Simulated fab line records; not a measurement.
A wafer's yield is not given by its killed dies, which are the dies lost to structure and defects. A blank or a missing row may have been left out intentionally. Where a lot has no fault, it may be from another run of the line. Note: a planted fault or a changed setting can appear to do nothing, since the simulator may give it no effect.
fab line records ; flow rit-cmos
record lots=6; wafers=18; last-day=7
route steps=202 shown CONTACT@178 M1@184
lots with no fault: from the same line, run without faults
start-h: start of the lot's first displayed wafer, in hours after the record's first day ; wait-h: how many hours have passed since the lot's step before this one ; " same as the row above ; L1.1+2: a single row standing in for several wafers ; - no value, or no start was given ; * or withheld: withheld ; < > ~ a bound
route shown NAME@n: NAME is a module with steps in the file, n the number in the route of the first one ; usual: mean and standard deviation over wafers with no fault ; same: alike in all rows ; chamber/n: place in a boat ; sites: each site's reading ; _std_site: standard deviation of those values ; _edge_site: the outer-site mean with the inner-site mean subtracted ; radius-mm: how far each site lies from the wafer's centre ; mask NAME#n: copy n ; behind: the tool/chamber that last shaped the wafer ; hold: what put the lot on hold/how long, in hours/how the hold closed ; device: whichever transistor did not switch (one of n, p or np) ; end of line: tests of these same wafers at the route's end ; a step given without rows: its recipe and nothing more ; killed: the dies lost at the first sort to structure and to defects; this is not the yield of the wafer ; map: dies across one wafer; x = killed, . = not, _ = none there
set.NAME: the setting as run; set.NAME@STEP: as run at that earlier step ; model.NAME: the simulator's own value behind a step, which no gauge read
a table for each step, a row for each wafer; lots at some steps of the route
services: from which hour (start-h, from the record's first day; less than 0 if before it) a tool's chamber was out of use, for how many hours, and why
## steps
# step RIT_CONTACT_HARDBAKE_10
# recipe resist=NOVOLAK; temp-c=140; time-s=60
# step RIT_CONTACT_ETCH_11
# recipe target-depth-a=4800; over-etch-frac=0.2; stop-on=TiSi2; chemistry=CHF3/CF4/Ar; target=SiO2; CHF3_flow_sccm=50; cf4-flow-sccm=10; Ar_flow_sccm=100; O2_flow_sccm=5; pressure-mtorr=100; rf-w=200; time-s=320
# usual drypump-motor-current-A=5.5/0.47; mfc-ar-sccm=99.98/0.3; oes-product-au=0.991/0.01; throttle-valve-pct=8.87/0.13
# same over-etch-frac=0.2
lot.wafer;tool;chamber;start-h;wait-h;drypump-motor-current-A;mfc-ar-sccm;oes-product-au;rf-hours-counter-h;throttle-valve-pct
L259.1;rie-diel-01;1;61.31;0.1;5.2;99.85;0.987;151;8.80
L259.4;rie-diel-01;0;61.31;0.1;4.7;100.23;1.002;162;9.03
L259.6;rie-diel-01;2;61.31;0.1;5.7;99.85;0.997;-;8.68
L267.1;rie-diel-02;1;104.26;0.1;5.3;99.42;0.980;75;8.76
L267.3;rie-diel-02;3;104.26;0.1;6.2;100.61;0.986;43;8.95
L267.4;rie-diel-02;0;104.26;0.1;6.2;100.11;0.990;13;8.88
L268.2;rie-diel-03;1;109.22;0.1;5.3;99.66;0.986;20;9.01
L268.4;rie-diel-03;1;109.22;0.1;5.3;99.75;0.990;-;9.00
L268.6;rie-diel-03;2;109.22;0.1;5.6;99.68;0.990;-;8.86
L272.1;rie-diel-03;1;128.18;0.1;5.3;99.76;0.995;20;9.02
L272.2;rie-diel-03;2;128.18;0.1;5.6;99.81;0.991;4;8.84
L272.3;rie-diel-03;0;128.18;0.1;6.0;100.54;0.978;44;8.93
L278.2;rie-diel-01;1;156.08;0.1;5.2;100.42;0.988;153;8.81
L278.3;rie-diel-01;0;156.08;0.1;4.7;99.61;1.007;1;9.07
L278.4;rie-diel-01;0;156.08;0.1;4.7;99.81;1.004;-;9.07
L281.2;rie-diel-02;3;171.57;0.1;6.2;99.69;0.985;44;8.94
L281.3;rie-diel-02;0;171.57;0.1;6.2;99.93;0.980;14;8.89
L281.4;rie-diel-02;2;171.57;0.1;6.0;99.79;0.985;7;8.76
# step RIT_CONTACT_STRIP_12
# recipe chemistry=O2; time-s=180; resist=NOVOLAK; platen-temp-c=withheld; power-w=500; pressure-mtorr=4000; o2-flow-sccm=4000
# usual drypump-motor-current-A=5.70/0.3
lot.wafer;tool;chamber;start-h;wait-h;drypump-motor-current-A;rf-hours-counter-h
L259.1;plasma-asher-04;0;61.51;0.1;5.77;41
L259.4;plasma-asher-04;1;61.51;0.1;6.23;-
L259.6;plasma-asher-04;0;61.51;0.1;5.76;-
L267.1;plasma-asher-03;1;104.45;0.1;5.19;43
L267.3;plasma-asher-03;0;104.45;0.1;5.57;-
L267.4;plasma-asher-03;1;104.45;0.1;5.18;-
L268.2;plasma-asher-02;1;109.41;0.1;5.88;48
L268.4;plasma-asher-02;0;109.41;0.1;5.84;-
L268.6;plasma-asher-02;1;109.41;0.1;5.88;-
L272.1;plasma-asher-03;1;128.38;0.1;5.17;47
L272.2;plasma-asher-03;0;128.38;0.1;5.53;47
L272.3;plasma-asher-03;1;128.38;0.1;5.19;-
L278.2;plasma-asher-04;1;156.27;0.1;6.24;4
L278.3;plasma-asher-04;1;156.27;0.1;6.23;-
L278.4;plasma-asher-04;0;156.27;0.1;5.75;-
L281.2;plasma-asher-03;0;171.77;0.1;5.53;52
L281.3;plasma-asher-03;0;171.77;0.1;5.54;-
L281.4;plasma-asher-03;1;171.77;0.1;5.19;-
# step RIT_CONTACT_CD_MEAS_90
# recipe target-cd-nm=1000
# usual cd-nm=1000.2/2.1
lot.wafer;tool;chamber;start-h;wait-h;cd-nm
L259.1;cd-sem-01;-;61.68;0.1;1000.7
L259.4;cd-sem-01;-;61.68;0.1;1002.0
L259.6;cd-sem-01;-;61.68;0.1;998.3
L267.1;cd-sem-01;-;104.63;0.1;998.1
L267.3;cd-sem-01;-;104.63;0.1;1000.0
L267.4;cd-sem-01;-;104.63;0.1;998.8
L268.2;cd-sem-01;-;109.61;0.1;1001.4
L268.4;cd-sem-01;-;109.61;0.1;1000.6
L268.6;cd-sem-01;-;109.61;0.1;1003.0
L272.1;cd-sem-01;-;128.55;0.1;999.1
L272.2;cd-sem-01;-;128.55;0.1;997.8
L272.3;cd-sem-01;-;128.55;0.1;999.5
L278.2;cd-sem-01;-;156.47;0.1;1002.6
L278.3;cd-sem-01;-;156.47;0.1;1002.4
L278.4;cd-sem-01;-;156.47;0.1;1003.7
L281.2;cd-sem-01;-;171.96;0.1;1000.3
L281.3;cd-sem-01;-;171.96;0.1;1003.2
L281.4;cd-sem-01;-;171.96;0.1;1001.8
# step RIT_CONTACT_CLEAN_13
# recipe chemistry=SC1; mix=3:3:50; time-s=600; temp-c=75
# step RIT_CONTACT_CLEAN_14
# recipe chemistry=SC2; mix=3:3:50; time-s=600; temp-c=75; dry=n2-spin
# step RIT_M1_SPUTTER_00
# recipe material=Al; target-thk-nm=400; power-w=2000; chamber-pressure-pa=0.4; gas=Ar; time-s=500; substrate-temp-c=25
# usual throttle-valve-pct=29.9/0.69
lot.wafer;tool;chamber;start-h;wait-h;throttle-valve-pct
L259.1;pvd-sputter-03;-;62.15;0.0;31.3
L259.4;pvd-sputter-03;-;62.15;0.0;30.2
L259.6;pvd-sputter-03;-;62.15;0.0;30.2
L267.1;pvd-sputter-03;-;105.11;0.0;30.2
L267.3;pvd-sputter-03;-;105.11;0.0;30.1
L267.4;pvd-sputter-03;-;105.11;0.0;30.3
L268.2;pvd-sputter-04;-;110.06;0.0;28.1
L268.4;pvd-sputter-04;-;110.06;0.0;30.0
L268.6;pvd-sputter-04;-;110.06;0.0;29.9
L272.1;pvd-sputter-04;-;129.02;0.0;29.5
L272.2;pvd-sputter-04;-;129.02;0.0;29.9
L272.3;pvd-sputter-04;-;129.02;0.0;30.2
L278.2;pvd-sputter-01;-;156.92;0.0;28.7
L278.3;pvd-sputter-01;-;156.92;0.0;29.9
L278.4;pvd-sputter-01;-;156.92;0.0;29.9
L281.2;pvd-sputter-03;-;172.41;0.0;30.2
L281.3;pvd-sputter-03;-;172.41;0.0;30.5
L281.4;pvd-sputter-03;-;172.41;0.0;31.3
# step RIT_M1_RS_MEAS_01
# recipe thk-meas-gauge=four-point-probe; reads=Al_of_M1_SPUTTER_00
# usual M1_AL_RS=0.0732/0.00077
lot.wafer;tool;chamber;start-h;wait-h;M1_AL_RS[ohm/sq]
L259.1;film-metro-04;-;62.45;0.1;0.0735
L259.4;film-metro-04;-;62.45;0.1;0.0740
L259.6;film-metro-04;-;62.45;0.1;0.0743
L267.1;film-metro-04;-;105.41;0.1;0.0735
L267.3;film-metro-04;-;105.41;0.1;0.0730
L267.4;film-metro-04;-;105.41;0.1;0.0737
L268.2;film-metro-04;-;110.37;0.2;0.0755
L268.4;film-metro-04;-;110.37;0.2;0.0749
L268.6;film-metro-04;-;110.37;0.2;0.0744
L272.1;film-metro-02;-;129.35;0.2;0.0726
L272.2;film-metro-02;-;129.35;0.2;0.0726
L272.3;film-metro-02;-;129.35;0.2;0.0715
L278.2;film-metro-02;-;157.23;0.2;0.0741
L278.3;film-metro-02;-;157.23;0.2;0.0731
L278.4;film-metro-02;-;157.23;0.2;0.0746
L281.2;film-metro-02;-;172.73;0.2;0.0729
L281.3;film-metro-02;-;172.73;0.2;0.0731
L281.4;film-metro-02;-;172.73;0.2;0.0724
# step RIT_M1_THK_MEAS_02
# recipe thk-meas-gauge=xrf; reads=Al_of_M1_SPUTTER_00
# usual M1_AL_THK=402/4.7
lot.wafer;tool;chamber;start-h;wait-h;M1_AL_THK[nm]
L259.1;film-metro-04;-;62.57;0.1;399
L259.4;film-metro-04;-;62.57;0.1;398
L259.6;film-metro-04;-;62.57;0.1;397
L267.1;film-metro-04;-;105.53;0.1;401
L267.3;film-metro-04;-;105.53;0.1;403
L267.4;film-metro-04;-;105.53;0.1;398
L268.2;film-metro-04;-;110.48;0.1;387
L268.4;film-metro-04;-;110.48;0.1;393
L268.6;film-metro-04;-;110.48;0.1;399
L272.1;film-metro-02;-;129.47;0.1;404
L272.2;film-metro-02;-;129.47;0.1;404
L272.3;film-metro-02;-;129.47;0.1;407
L278.2;film-metro-02;-;157.34;0.1;396
L278.3;film-metro-02;-;157.34;0.1;401
L278.4;film-metro-02;-;157.34;0.1;393
L281.2;film-metro-02;-;172.84;0.1;404
L281.3;film-metro-02;-;172.84;0.1;402
L281.4;film-metro-02;-;172.84;0.1;406
# step RIT_M1_HMDS_03
# recipe prime-time-s=60; prime-temp-c=140
# step RIT_M1_COAT_04
# recipe resist=NOVOLAK; spin-rpm=2000; resist-thk-nm=1300
# step RIT_M1_SOFTBAKE_05
# recipe resist=NOVOLAK; temp-c=90; time-s=60
# step RIT_M1_EXPOSE_06
# recipe mask-id=M12; na=0.6; source-shape=conventional; sigma-outer=0.5; target-cd-nm=2600; dose-mj=250
# usual exposure-dose-mJ-cm2=249.98/0.21; focus-offset-nm=0.1/0.6
lot.wafer;tool;chamber;start-h;wait-h;mask;exposure-dose-mJ-cm2;focus-offset-nm
L259.1;iline-stepper-02;0;63.20;0.2;M12#0;249.91;0.1
L259.4;iline-stepper-02;0;63.20;0.2;M12#0;250.03;0.7
L259.6;iline-stepper-02;0;63.20;0.2;M12#0;250.15;-0.1
L267.1;iline-stepper-01;0;106.27;0.2;M12#0;249.89;0.4
L267.3;iline-stepper-01;0;106.27;0.2;M12#0;250.23;1.3
L267.4;iline-stepper-01;0;106.27;0.2;M12#0;249.89;1.3
L268.2;iline-stepper-02;0;111.13;0.2;M12#0;314.44;-0.9
L268.4;iline-stepper-02;0;111.13;0.2;M12#0;314.54;0.2
L268.6;iline-stepper-02;0;111.13;0.2;M12#0;314.54;-1.0
L272.1;iline-stepper-02;0;130.11;0.2;M12#0;301.65;1.4
L272.2;iline-stepper-02;0;130.11;0.2;M12#0;301.56;0.8
L272.3;iline-stepper-02;0;130.11;0.2;M12#0;301.42;0.3
L278.2;iline-stepper-01;0;157.86;0.1;M12#0;249.92;0.1
L278.3;iline-stepper-01;0;157.86;0.1;M12#0;249.68;-1.4
L278.4;iline-stepper-01;0;157.86;0.1;M12#0;249.56;0.8
L281.2;iline-stepper-01;0;173.48;0.2;M12#0;249.96;-0.4
L281.3;iline-stepper-01;0;173.48;0.2;M12#0;249.91;0.4
L281.4;iline-stepper-01;0;173.48;0.2;M12#0;249.84;-0.8
# step RIT_M1_PEB_07
# recipe resist=NOVOLAK; temp-c=withheld; time-s=withheld
# step RIT_M1_DEVELOP_08
# recipe resist=NOVOLAK; develop-time-s=68; dev-temp-c=23
# step RIT_M1_CD_MEAS_09
# recipe target-cd-nm=2600
# usual cd-nm=2599.4/2.2
lot.wafer;tool;chamber;start-h;wait-h;cd-nm
L259.1;cd-sem-02;-;63.76;-;2598.7
L259.4;cd-sem-02;-;63.76;-;2599.7
L259.6;cd-sem-02;-;63.76;-;2599.3
L267.1;cd-sem-02;-;106.70;-;2601.1
L267.3;cd-sem-02;-;106.70;-;2598.0
L267.4;cd-sem-02;-;106.70;-;2599.2
L268.2;cd-sem-02;-;111.56;-;2536.7
L268.4;cd-sem-02;-;111.56;-;2533.5
L268.6;cd-sem-02;-;111.56;-;2536.0
L272.1;cd-sem-01;-;130.54;-;2547.7
L272.2;cd-sem-01;-;130.54;-;2545.4
L272.3;cd-sem-01;-;130.54;-;2545.0
L278.2;cd-sem-01;-;158.29;-;2595.6
L278.3;cd-sem-01;-;158.29;-;2597.4
L278.4;cd-sem-01;-;158.29;-;2598.1
L281.2;cd-sem-02;-;173.91;-;2594.2
L281.3;cd-sem-02;-;173.91;-;2595.6
L281.4;cd-sem-02;-;173.91;-;2594.0
# step RIT_M1_OVL_MEAS_10
# usual M1_OVL=0.8/1.7
lot.wafer;tool;chamber;start-h;wait-h;M1_OVL[nm]
L259.1;overlay-01;-;63.88;0.1;-0.7
L259.4;overlay-01;-;63.88;0.1;-0.7
L259.6;overlay-01;-;63.88;0.1;0.1
L267.1;overlay-01;-;106.82;0.1;3.4
L267.3;overlay-01;-;106.82;0.1;1.6
L267.4;overlay-01;-;106.82;0.1;0.3
L268.2;overlay-02;-;111.66;0.1;1.2
L268.4;overlay-02;-;111.66;0.1;0.6
L268.6;overlay-02;-;111.66;0.1;0.0
L272.1;overlay-01;-;130.66;0.1;-1.0
L272.2;overlay-01;-;130.66;0.1;-0.2
L272.3;overlay-01;-;130.66;0.1;-1.4
L278.2;overlay-01;-;158.40;0.1;2.5
L278.3;overlay-01;-;158.40;0.1;2.7
L278.4;overlay-01;-;158.40;0.1;2.2
L281.2;overlay-02;-;174.02;0.1;0.6
L281.3;overlay-02;-;174.02;0.1;-0.2
L281.4;overlay-02;-;174.02;0.1;0.4
# step RIT_M1_HARDBAKE_11
# recipe resist=NOVOLAK; temp-c=140; time-s=120
# step RIT_M1_METAL_ETCH_12
# recipe stop-on=SiO2; chemistry=Cl2/BCl3; target=Al; time-s=165; over-etch-frac=0.5; pressure-mtorr=100; target-depth-a=6000; rf-w=250; Cl2_flow_sccm=60; bcl3-flow-sccm=50
# usual drypump-motor-current-A=5.6/0.64; oes-product-au=0.777/0.011; throttle-valve-pct=8.31/0.12
# same over-etch-frac=0.5
lot.wafer;tool;chamber;start-h;wait-h;drypump-motor-current-A;oes-product-au;rf-hours-counter-h;throttle-valve-pct;model.M1.cd-nm
L259.1;rie-metal-04;1;64.38;0.2;4.9;0.757;35;8.36;2599
L259.4;rie-metal-04;1;64.38;0.2;4.8;0.757;-;8.38;2600
L259.6;rie-metal-04;1;64.38;0.2;4.9;0.762;-;8.39;2599
L267.1;rie-metal-03;0;107.11;0.2;5.8;0.781;1;8.37;2605
L267.3;rie-metal-03;1;107.11;0.2;4.9;0.795;-;8.45;2598
L267.4;rie-metal-03;0;107.11;0.2;5.8;0.780;-;8.36;2603
L268.2;rie-metal-04;1;112.14;0.2;4.9;0.752;-;8.37;2538
L268.4;rie-metal-04;1;112.14;0.2;4.8;0.755;-;8.38;2535
L268.6;rie-metal-04;1;112.14;0.2;4.8;0.754;-;8.37;2537
L272.1;rie-metal-02;1;130.94;0.2;6.0;0.781;5;8.10;2549
L272.2;rie-metal-02;0;130.94;0.2;6.6;0.776;5;8.17;2546
L272.3;rie-metal-02;1;130.94;0.2;6.0;0.790;-;8.13;2545
L278.2;rie-metal-04;1;158.68;0.2;4.8;0.773;0;8.37;2594
L278.3;rie-metal-04;0;158.68;0.2;5.9;0.778;-;8.31;2594
L278.4;rie-metal-04;1;158.68;0.2;4.8;0.781;-;8.35;2597
L281.2;rie-metal-04;1;174.30;0.2;4.9;0.784;0;8.36;2595
L281.3;rie-metal-04;1;174.30;0.2;4.9;0.787;-;8.37;2596
L281.4;rie-metal-04;0;174.30;0.2;5.9;0.776;-;8.30;2591
# step RIT_M1_STRIP_13
# recipe chemistry=nmp; resist=NOVOLAK; temp-c=80; time-s=600; dry=n2-spin
# step RIT_M1_PROBE_99
# usual defect-limited-yield=97.4/1.1; killed-at-contacts=0.1/0.3; killed-at-front-end=6.9/2.9; killed-dies=7.0/2.9; killed-on-rim=1.8/1.4; killed-open=3.3/2; killed-short=3.7/2; sort_bin_3_pad_short=0.1/0.22; sort_bin_5_function=1.5/0.81; sort_bin_6_memory=1.0/0.64; sort-n-pass=257.0/2.9; sort-yield-pct=97.4/1.1
# same gross-dies=264; killed_at_M0_to_M3=0; killed_at_M4_up=0; killed-at-back-side=0; killed-at-other=0
lot.wafer;tool;chamber;start-h;wait-h;defect-limited-yield[%];killed-at-contacts;killed-at-front-end;killed-dies;killed-on-rim;killed-open;killed-short;sort_bin_3_pad_short[%];sort_bin_5_function[%];sort_bin_6_memory[%];sort-n-pass;sort-yield-pct[%];model.etest.m1.width-nm
L259.1;prober-02;-;66.79;0.1;98.9;0;3;3;1;1;2;0;0.8;0.4;261.0;98.9;2594
L259.4;prober-02;-;66.94;0.2;96.6;0;9;9;2;3;6;0.4;2.7;0.4;255.0;96.6;2594
L259.6;prober-02;-;67.04;0.2;98.1;0;5;5;1;3;2;0;1.1;0.8;259.0;98.1;2602
L267.1;prober-02;-;109.37;0.1;98.1;0;5;5;1;2;3;0;1.5;0.4;259.0;98.1;2604
L267.3;prober-02;-;109.47;0.2;98.5;0;4;4;0;3;1;0;0.8;0.8;260.0;98.5;2600
L267.4;prober-02;-;109.52;0.2;95.5;0;12;12;0;5;7;0.4;3.0;1.1;252.0;95.5;2596
L268.2;prober-02;-;114.57;0.1;94.3;0;15;15;8;7;8;0.4;3.4;1.9;249.0;94.3;2544
L268.4;prober-02;-;114.67;0.2;95.1;0;13;13;4;5;8;0.4;2.7;1.9;251.0;95.1;2532
L268.6;prober-02;-;114.77;0.2;96.6;0;9;9;1;4;5;0;2.7;0.8;255.0;96.6;2536
L272.1;prober-02;-;133.21;0.1;98.5;0;4;4;1;2;2;0;0.8;0.8;260.0;98.5;2546
L272.2;prober-02;-;133.26;0.1;98.1;0;5;5;1;3;2;0;1.9;0;259.0;98.1;2546
L272.3;prober-02;-;133.31;0.2;97.3;1;6;7;2;3;4;0;2.3;0.4;257.0;97.3;2537
L278.2;prober-01;-;160.98;0.1;98.1;0;5;5;0;3;2;0.4;1.1;0.4;259.0;98.1;2592
L278.3;prober-01;-;161.03;0.2;98.5;0;4;4;1;2;2;0.4;0.8;0.4;260.0;98.5;2595
L278.4;prober-01;-;161.08;0.2;97.0;0;8;8;3;4;4;0;2.3;0.8;256.0;97.0;2600
L281.2;prober-02;-;176.60;0.1;97.3;1;6;7;1;6;1;0.4;0.8;1.5;257.0;97.3;2595
L281.3;prober-02;-;176.65;0.2;96.6;0;9;9;2;6;3;0;1.9;1.5;255.0;96.6;2595
L281.4;prober-02;-;176.70;0.2;98.1;0;5;5;0;3;2;0;0.8;1.1;259.0;98.1;2592
# killed by level:class
L259.1 REOX:geometric-particle:open=1 SPACER:geometric-particle:short=1 SILICIDE:geometric-particle:short=1
L259.4 GATE:geometric-particle:short=2 GATE:geometric-particle:open=2 REOX:geometric-particle:short=2 FOX1:geometric-particle:short=1 FOX2:geometric-particle:open=1 SILICIDE:geometric-particle:short=1
L259.6 GATE:geometric-particle:short=2 SPACER:geometric-particle:open=2 GATE:geometric-particle:open=1
L267.1 GATE:geometric-particle:short=2 FOX2:geometric-particle:short=1 GATE:geometric-particle:open=1 REOX:geometric-particle:open=1
L267.3 SILICIDE:geometric-particle:open=2 GATE:geometric-particle:open=1 REOX:geometric-particle:short=1
L267.4 SILICIDE:geometric-particle:short=4 GATE:geometric-particle:open=2 GATE:geometric-particle:short=2 FOX1:geometric-particle:open=1 FOX2:geometric-particle:short=1 REOX:geometric-particle:open=1 SILICIDE:geometric-particle:open=1
L268.2 GATE:geometric-particle:open=4 SPACER:geometric-particle:short=3 FOX1:geometric-particle:short=2 SPACER:geometric-particle:open=2 GATE:geometric-particle:short=1 SILICIDE:geometric-particle:short=1 STARTING-WAFER:geometric-particle:open=1 STARTING-WAFER:geometric-particle:short=1
L268.4 GATE:geometric-particle:short=4 GATE:geometric-particle:open=3 SPACER:geometric-particle:short=2 FOX1:geometric-particle:open=1 FOX2:geometric-particle:open=1 REOX:geometric-particle:short=1 SILICIDE:geometric-particle:short=1
L268.6 FOX1:geometric-particle:short=3 SPACER:geometric-particle:open=2 FOX1:geometric-particle:open=1 GATE:geometric-particle:short=1 GATE:geometric-particle:open=1 SPACER:geometric-particle:short=1
L272.1 FOX1:geometric-particle:short=1 FOX1:geometric-particle:open=1 FOX2:geometric-particle:short=1 SPACER:geometric-particle:open=1
L272.2 GATE:geometric-particle:short=2 GATE:geometric-particle:open=2 SPACER:geometric-particle:open=1
L272.3 FOX2:geometric-particle:open=2 FOX1:geometric-particle:short=1 FOX2:geometric-particle:short=1 GATE:geometric-particle:open=1 REOX:geometric-particle:short=1 CONTACT:geometric-particle:short=1
L278.2 GATE:geometric-particle:open=2 GATE:geometric-particle:short=1 REOX:geometric-particle:open=1 SILICIDE:geometric-particle:short=1
L278.3 GATE:geometric-particle:short=2 FOX1:geometric-particle:open=1 SPACER:geometric-particle:open=1
L278.4 GATE:geometric-particle:open=4 REOX:geometric-particle:short=2 FOX2:geometric-particle:short=1 GATE:geometric-particle:short=1
L281.2 GATE:geometric-particle:open=3 SPACER:geometric-particle:open=1 SILICIDE:geometric-particle:short=1 SILICIDE:geometric-particle:open=1 CONTACT:geometric-particle:open=1
L281.3 REOX:geometric-particle:open=3 GATE:geometric-particle:open=2 REOX:geometric-particle:short=2 FOX2:geometric-particle:short=1 SPACER:geometric-particle:open=1
L281.4 GATE:geometric-particle:open=2 SPACER:geometric-particle:short=2 REOX:geometric-particle:open=1
## services
tool;chamber;start-h;hours;kind
pvd-sputter-03;-;39.43;2.6;repair
iline-stepper-01;-;43.38;12.1;repair
plasma-asher-04;-;43.96;1.8;repair
plasma-asher-02;-;46.64;0.4;repair
rie-diel-01;-;57.16;2.8;pm
rie-metal-04;0;59.40;90.1;repair
rie-metal-02;-;79.01;0.3;repair
rie-metal-04;1;84.29;11.0;repair
rie-diel-02;3;87.01;1.5;repair
rie-diel-03;-;94.00;14.6;pm
plasma-asher-04;-;100.62;2.8;pm
plasma-asher-02;-;103.31;2.4;repair
plasma-asher-04;-;108.75;9.0;pm
iline-stepper-01;-;114.52;2.6;repair
iline-stepper-01;-;126.48;1.7;pm
plasma-asher-04;-;126.64;2.2;repair
rie-diel-01;3;134.77;19.6;repair
rie-metal-04;-;136.12;20.0;pm
rie-diel-01;2;146.90;9.8;repair
rie-diel-03;2;153.87;3.2;repair
iline-stepper-01;-;163.48;4.1;repair
plasma-asher-04;-;166.23;7.6;repair
plasma-asher-03;-;166.43;3.4;repair
rie-diel-03;1;168.19;4.3;repair
## key
first-sign step=RIT_M1_EXPOSE_06; reading=exposure-dose-mJ-cm2; direction=up; sigmas=99+; usual=249.98; struck=308.03
effect step=RIT_M1_CD_MEAS_09; reading=cd-nm; direction=down; sigmas=27; usual=2599.4; struck=2540.7; through=control-loop
model-effect step=RIT_M1_METAL_ETCH_12; value=M1.cd-nm; without=2601; struck=2542
model-effect step=RIT_M1_PROBE_99; value=etest.m1.width-nm; without=2599; struck=2540
met-at RIT_M1_EXPOSE_06
struck-wafers L268.2,L268.4,L268.6,L272.1,L272.2,L272.3
loop-trim step=RIT_M1_EXPOSE_06; setting=dose; lots=L272
onset-between 63.20 111.13
fault kind=process-parameter-drift; tool=iline-stepper-02; chamber=-; onset-h=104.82; steps=RIT_M1_EXPOSE_06; channel=dose-mj; offset=64.678; shape=step; acts-in=these-recipes-only; stated=250
# loop-trim: a control loop set the setting to another value than it would have without faults
